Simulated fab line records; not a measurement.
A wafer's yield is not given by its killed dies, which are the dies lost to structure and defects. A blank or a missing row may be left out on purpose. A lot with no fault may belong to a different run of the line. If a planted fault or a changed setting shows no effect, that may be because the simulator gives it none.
Which of the tools did it?    flow rit-cmos    42 wafers from 14 lots sampled at 4 of the route's 202 steps

## WHAT EACH GAUGE READ, for each wafer
RIT_M1_CD_MEAS_09: target cd 2600 nm. Usual: cd-nm 2599.4 nm, standard deviation 2.2.
lot   measured     on         cd-nm (nm)            flag
L303  day 3 13:14  cd-sem-02  2596.7 2597.8 2597.1  
L304  day 3 15:56  cd-sem-02  2598.4 2597.1 2598.5  
L305  day 3 18:57  cd-sem-02  2601.9 2600.1 2601.7  
L306  day 4 02:48  cd-sem-02  2599.5 2600.0 2600.2  
L307  day 4 05:11  cd-sem-02  2603.0 2601.8 2601.7  
L310  day 4 20:01  cd-sem-01  2602.1 2600.4 2600.7  
L311  day 5 06:01  cd-sem-02  2599.4 2596.6 2598.3  
L313  day 5 14:08  cd-sem-02  2600.7 2598.3 2598.0  
L316  day 6 07:20  cd-sem-02  2596.5 2597.1 2597.7  
L318  day 6 14:56  cd-sem-02  2604.7 2606.4 2603.0  
L319  day 6 20:31  cd-sem-02  2601.3 2600.8 2597.3  
L324  day 7 22:55  cd-sem-01  2598.8 2598.6 2599.9  
L325  day 8 00:23  cd-sem-01  2597.8 2597.6 2598.3  
L326  day 8 08:34  cd-sem-02  2601.8 2601.7 2599.9  

## WHAT TOOL EACH LOT RAN ON (gives the tool, then ch and the chambers of the sampled wafers, and finally the start)
lot   RIT_PLDD_STRIP_09                    RIT_NSD_STRIP_09                     RIT_SDANNEAL_RTA_03
L303  plasma-asher-03 ch 0,1, day 3 01:50  plasma-asher-03 ch 0,1, day 3 05:57  rtp-anneal-02 ch 0, day 3 08:06
L304  plasma-asher-01 ch 0,1, day 3 04:50  plasma-asher-03 ch 0,1, day 3 08:47  rtp-anneal-01 ch 0, day 3 10:57
L305  plasma-asher-02 ch 0, day 3 07:11    plasma-asher-03 ch 1, day 3 11:46    rtp-anneal-02 ch 0, day 3 14:07
L306  plasma-asher-02 ch 0,1, day 3 15:41  plasma-asher-04 ch 0,1, day 3 19:48  rtp-anneal-01 ch 0, day 3 21:49
L307  plasma-asher-01 ch 0,1, day 3 18:11  plasma-asher-02 ch 0,1, day 3 22:13  rtp-anneal-02 ch 0, day 4 00:15
L310  plasma-asher-03 ch 0,1, day 4 09:05  plasma-asher-04 ch 0,1, day 4 13:07  rtp-anneal-01 ch 0, day 4 15:14
L311  plasma-asher-01 ch 0,1, day 4 17:59  plasma-asher-04 ch 0,1, day 4 22:59  rtp-anneal-02 ch 0, day 5 01:01
L313  plasma-asher-01 ch 0,1, day 5 03:08  plasma-asher-04 ch 0,1, day 5 07:04  rtp-anneal-02 ch 0, day 5 09:13
L316  plasma-asher-02 ch 0, day 5 18:49    plasma-asher-02 ch 0,1, day 6 00:26  rtp-anneal-01 ch 0, day 6 02:32
L318  plasma-asher-02 ch 0,1, day 6 03:34  plasma-asher-03 ch 0,1, day 6 07:39  rtp-anneal-01 ch 0, day 6 10:01
L319  plasma-asher-02 ch 0,1, day 6 09:35  plasma-asher-03 ch 0, day 6 13:34    rtp-anneal-02 ch 0, day 6 15:44
L324  plasma-asher-01 ch 0,1, day 7 09:19  plasma-asher-02 ch 0,1, day 7 15:59  rtp-anneal-01 ch 0, day 7 18:01
L325  plasma-asher-03 ch 0,1, day 7 12:12  plasma-asher-02 ch 0,1, day 7 17:35  rtp-anneal-02 ch 0, day 7 19:35
L326  plasma-asher-01 ch 0,1, day 7 20:26  plasma-asher-03 ch 0,1, day 8 01:34  rtp-anneal-01 ch 0, day 8 03:45
- RIT_PLDD_STRIP_09: strips in O2, time 180 s.
- RIT_NSD_STRIP_09: strips in O2, time 180 s.
- RIT_SDANNEAL_RTA_03: time 5 s.

## AS READ BY THE TOOLS THEMSELVES (means over the sampled wafers that have a number; for cases with no such wafer, the mark the record gives instead)
RIT_PLDD_STRIP_09. Usual: drypump-motor-current-A 5.49 A, standard deviation 0.17.
lot   tool             drypump-motor-current-A (A)  flag
L303  plasma-asher-03  5.61                         
L304  plasma-asher-01  5.30                         
L305  plasma-asher-02  5.47                         
L306  plasma-asher-02  5.46                         
L307  plasma-asher-01  5.30                         
L310  plasma-asher-03  5.64                         
L311  plasma-asher-01  5.47                         
L313  plasma-asher-01  5.30                         
L316  plasma-asher-02  5.48                         
L318  plasma-asher-02  5.48                         
L319  plasma-asher-02  5.46                         
L324  plasma-asher-01  5.30                         
L325  plasma-asher-03  5.59                         
L326  plasma-asher-01  5.30                         

RIT_NSD_STRIP_09. Usual: drypump-motor-current-A 5.9 A, standard deviation 0.41.
lot   tool             drypump-motor-current-A (A)  flag
L303  plasma-asher-03  5.6                          
L304  plasma-asher-03  5.6                          
L305  plasma-asher-03  5.6                          
L306  plasma-asher-04  6.4                          
L307  plasma-asher-02  5.4                          
L310  plasma-asher-04  6.4                          
L311  plasma-asher-04  6.3                          
L313  plasma-asher-04  6.2                          
L316  plasma-asher-02  5.5                          
L318  plasma-asher-03  5.6                          
L319  plasma-asher-03  5.6                          
L324  plasma-asher-02  5.5                          
L325  plasma-asher-02  5.4                          
L326  plasma-asher-03  5.6                          

RIT_SDANNEAL_RTA_03. Usual: anneal-temp-c-max 1055.8, standard deviation 1.9; ramp-down-c-per-s 171.00, standard deviation 0.032; wafer_temp_C_max 1053.5, standard deviation 1.1.
lot   tool           anneal-temp-c-max  ramp-down-c-per-s  wafer_temp_C_max  flag
L303  rtp-anneal-02  1053.9             171.00             1052.9            
L304  rtp-anneal-01  1058.3             171.03             1053.7            
L305  rtp-anneal-02  1054.4             171.01             1052.7            
L306  rtp-anneal-01  1057.9             171.04             1053.4            
L307  rtp-anneal-02  1054.2             171.01             1054.3            
L310  rtp-anneal-01  1056.6             170.98             1052.4            
L311  rtp-anneal-02  1054.6             171.01             1053.1            
L313  rtp-anneal-02  1054.1             170.99             1053.7            
L316  rtp-anneal-01  1057.0             171.00             1053.5            
L318  rtp-anneal-01  1056.6             171.01             1053.1            
L319  rtp-anneal-02  1053.3             170.97             1053.8            
L324  rtp-anneal-01  1058.4             170.99             1052.8            
L325  rtp-anneal-02  1053.7             170.99             1053.6            
L326  rtp-anneal-01  1057.2             171.01             1053.5            

## THE ANSWER, worked out from the rows above alone
Rule: a lot is off if the mean of its wafers that have a number lies more than 3 standard deviations from the usual mean. A lot without any number at a reading at which 4 lots or more have one is off too. Where the step has rows for the other lots, those lots are counted as sound. The gauges are gone through in route order, then the tools' own readings, and for those a lot's mean is taken as printed above. At the first step where some lot is off, the reading lying furthest off is the one used; lots without a number count as furthest.
No lot is off on any of the readings shown, so nothing can be concluded from this.

## WHAT THE SIMULATOR HAD INSERTED
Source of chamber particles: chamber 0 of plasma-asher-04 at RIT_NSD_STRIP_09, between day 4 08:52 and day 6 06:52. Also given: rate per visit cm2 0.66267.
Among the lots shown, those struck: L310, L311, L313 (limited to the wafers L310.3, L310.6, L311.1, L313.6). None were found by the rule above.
